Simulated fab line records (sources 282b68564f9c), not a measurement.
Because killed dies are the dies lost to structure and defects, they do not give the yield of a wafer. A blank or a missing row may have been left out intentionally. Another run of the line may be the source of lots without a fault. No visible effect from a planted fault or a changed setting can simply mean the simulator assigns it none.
Code-filled problem report in 8D (eight disciplines) form | flow rit_cmos | the parts of the form that need people (team, actions taken, sign-off) are left out

## 1. THE PROBLEM
Mean GATE_OXIDE_THK at RIT_GATE_THK_MEAS_07: 3.30 nm over 6 wafers in 2 lots; fault-free wafers: 2.98 nm, standard deviation 0.065. That is +4.9 standard deviations from the usual mean.
Seen first at day 6 00:40 on film_metro-02, wafer L539.2. The record has a number at this step for 42 wafers belonging to 14 lots. The rule behind "out" and "out of limits": a value lying over 4 standard deviations away from the usual mean. All remaining wafers that have a number are taken as sound.

## 2. WHAT IT IS AND WHAT IT IS NOT
question                    | is                           | is not
which readings at this step | GATE_OXIDE_THK               | -
which lots                  | L539, L540                   | L524, L525, L527, L528, L529, L530, L532, L533, L534, L543, L544, L545
which wafers of those lots  | all that have a number       | -
read on which gauges        | film_metro-01, film_metro-02 | film_metro-04
when                        | from day 6 00:40             | up to then (27 sound wafers); but 9 sound wafers of L543, L544, L545 came after

## 3. WHAT RULES OUT EACH SUSPECT
Counting: a tool at any process step up to the reading remains a suspect when it ran all the lots that are out and ran no sound lot after the first of those.
- the gauge at RIT_GATE_THK_MEAS_07 is ruled out. 2 gauges (film_metro-01, film_metro-02) read the wafers that are out.
- furnace-03 at RIT_GATE_OXIDATION_05 (target thk 3 nm, ox time 270 s): kept. It processed each lot that is out, first L539 at day 5 23:19, and no sound lot thereafter; up to then, the last sound lot it processed was L534 at day 5 03:44.
The count leaves furnace-03 at RIT_GATE_OXIDATION_05.

## 4. THE CAUSE (what the simulator had put in)
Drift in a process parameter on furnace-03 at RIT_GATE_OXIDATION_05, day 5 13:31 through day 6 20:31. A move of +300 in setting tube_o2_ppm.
Only this tool survived the counting.

## 5. SEQUENCE OF EFFECTS, ordered by route
Rows list readings where the struck wafers' mean (over those with a number) sits beyond 3 standard deviations from the usual. Scope: only readings with a usual standard deviation given in the record; hours: median across lots of the time from each lot's start at the first step in this table that gives one to its start at this step; sigmas: change in usual standard deviations.
hours | step                 | reading        | usual   | on struck wafers | change | sigmas
0     | RIT_GATE_THK_MEAS_07 | GATE_OXIDE_THK | 2.98 nm | 3.30             | +0.32  | +4.9

## 6. WHAT WOULD HAVE CAUGHT IT SOONER
11 hours passed between the start of the fault at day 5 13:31 and the first reading out of limits at a measuring or inspecting step in this record, taken at day 6 00:40.
Of the tool readings at RIT_GATE_OXIDATION_05 for which the record gives a usual standard deviation, none was out on any struck wafer, so an alarm limit of 4 standard deviations on them would not have fired.
Lots out: 2; of these, L540 started RIT_GATE_OXIDATION_05 on furnace-03 after day 6 00:40. Putting the tool on hold at that point would have spared it.
